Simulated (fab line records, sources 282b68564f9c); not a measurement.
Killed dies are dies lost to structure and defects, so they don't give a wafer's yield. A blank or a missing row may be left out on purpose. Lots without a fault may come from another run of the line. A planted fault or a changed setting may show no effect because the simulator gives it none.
Problem report in the 8D (eight disciplines) form, filled by code | flow rit_cmos | the parts of the form that need people (team, actions taken, sign-off) are left out

1. THE PROBLEM
run_length_s at RIT_PSD_SOFTBAKE_02 reads a mean of 95.99 s on 6 wafers of 2 lots; wafers without a fault read 89.10 s with a standard deviation of 0.21. That is +33 standard deviations from the usual mean.
The step: time 60 s.
First seen on wafer L310.1, day 7 00:13, on litho_track-03. The record holds 42 wafers of 14 lots with a number at this step. Rule for "out", or "out of limits": more than 4 standard deviations from the usual mean. The other wafers with a number count as sound.

2. WHAT IT IS AND WHAT IT IS NOT
question                    | is                     | is not
which readings at this step | run_length_s           | -
which lots                  | L310, L312             | L291, L294, L296, L297, L298, L299, L300, L301, L302, L304, L305, L314
which wafers of those lots  | all that have a number | -
read on which tools         | litho_track-03         | litho_track-01, litho_track-04
when                        | from day 7 00:13       | up to then (33 sound wafers); but 3 sound wafers of L314 came after

3. SUSPECTS, AND WHAT RULES EACH OUT
Counting: a tool at a process step up to the reading stays a suspect if it ran every lot that is out and no sound lot after the first of them.
- litho_track-03 at RIT_PSD_SOFTBAKE_02 (time 60 s): kept. It ran every lot that is out, first L310 (day 7 00:13), and no sound lot after that; its last sound lot up to then is L304 (day 6 00:36). Its own readings are out on those wafers: run_length_s.
Left after counting: litho_track-03 at RIT_PSD_SOFTBAKE_02.

4. THE CAUSE (what the simulator had put in)
Process parameter drift: litho_track-03, from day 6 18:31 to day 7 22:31, at RIT_PSD_SOFTBAKE_02. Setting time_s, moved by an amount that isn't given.
Counting left only this tool.

5. THE CHAIN OF EFFECTS, in route order
Each row: a reading whose mean over the struck wafers that have a number lies more than 3 standard deviations from the usual. Only readings for which the record gives a usual standard deviation are gone through. hours: the time from each lot's start at the first step in this table that gives one to its start at this step, as a median over the lots. sigmas: the change in usual standard deviations.
hours | step                | reading      | usual   | on struck wafers | change | sigmas
0     | RIT_PSD_SOFTBAKE_02 | run_length_s | 89.10 s | 95.99            | +6.89  | +33
The process steps in it:
- RIT_PSD_SOFTBAKE_02: time 60 s.

6. WHAT WOULD HAVE CAUGHT IT SOONER
In this record the first reading out of limits was taken at day 7 00:13, 6 hours after the fault began at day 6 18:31.
